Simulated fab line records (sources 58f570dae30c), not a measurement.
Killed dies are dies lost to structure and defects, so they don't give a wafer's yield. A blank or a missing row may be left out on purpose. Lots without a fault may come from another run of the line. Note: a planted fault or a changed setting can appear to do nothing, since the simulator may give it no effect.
Chamber matching | flow berkeleyCmos170 | UCB170_SPACER_ETCHBACK_03 on rieDiel-01 has 4 sister chambers
The step etches SiO2 in CHF3/CF4/Ar, stops on Si, target depth 376 nm, time 100 s. 8 wafers are shown with their chamber, then 8 later ones without.

== EACH WAFER AND ITS CHAMBER ==
wafer  | chamber | drypumpMotorCurrentA (A) | throttleValvePct (%)
L325.2 | 1       | 5.4                      | 6.22
L325.3 | 0       | 6.2                      | 6.57
L327.6 | 1       | 5.5                      | 6.21
L328.3 | 3       | 6.5                      | 6.37
L328.5 | 3       | 6.5                      | 6.38
L337.2 | 0       | 6.2                      | 6.54
L337.5 | 2       | 4.9                      | 6.39
L338.2 | 2       | 4.9                      | 6.38

== WAFERS WITHOUT THEIR CHAMBER ==
wafer  | drypumpMotorCurrentA (A) | throttleValvePct (%)
L338.3 | 6.5                      | 6.36
L338.4 | 5.4                      | 6.23
L341.3 | 5.5                      | 6.20
L341.5 | 6.4                      | 6.38
L341.6 | 4.9                      | 6.37
L345.2 | 4.9                      | 6.38
L345.5 | 6.2                      | 6.54
L345.6 | 4.9                      | 6.39

== EACH ONE'S CHAMBER ==
wafer  | from the rows above | in truth
L338.3 | 3                   | 3
L338.4 | 1                   | 1
L341.3 | 1                   | 1
L341.5 | 3                   | 3
L341.6 | 2                   | 2
L345.2 | 2                   | 2
L345.5 | 0                   | 0
L345.6 | 2                   | 2
Correctly placed: 8 of 8. Number that these rows cannot place: 0. 0 placed wrongly.
How it was worked out, from the rows above alone: a wafer's distance from a chamber is the root of the sum, over the readings, of the square of ((its reading less the chamber's mean) divided by the reading's scatter). The wafer belongs to the nearest chamber; if the next one is less than 2 further off, it can't be placed. A chamber's mean is the mean of its shown wafers. The scatter is the square root of a quotient: the sum, over the shown wafers, of each reading's squared deviation from its chamber's mean, divided by wafers minus chambers.
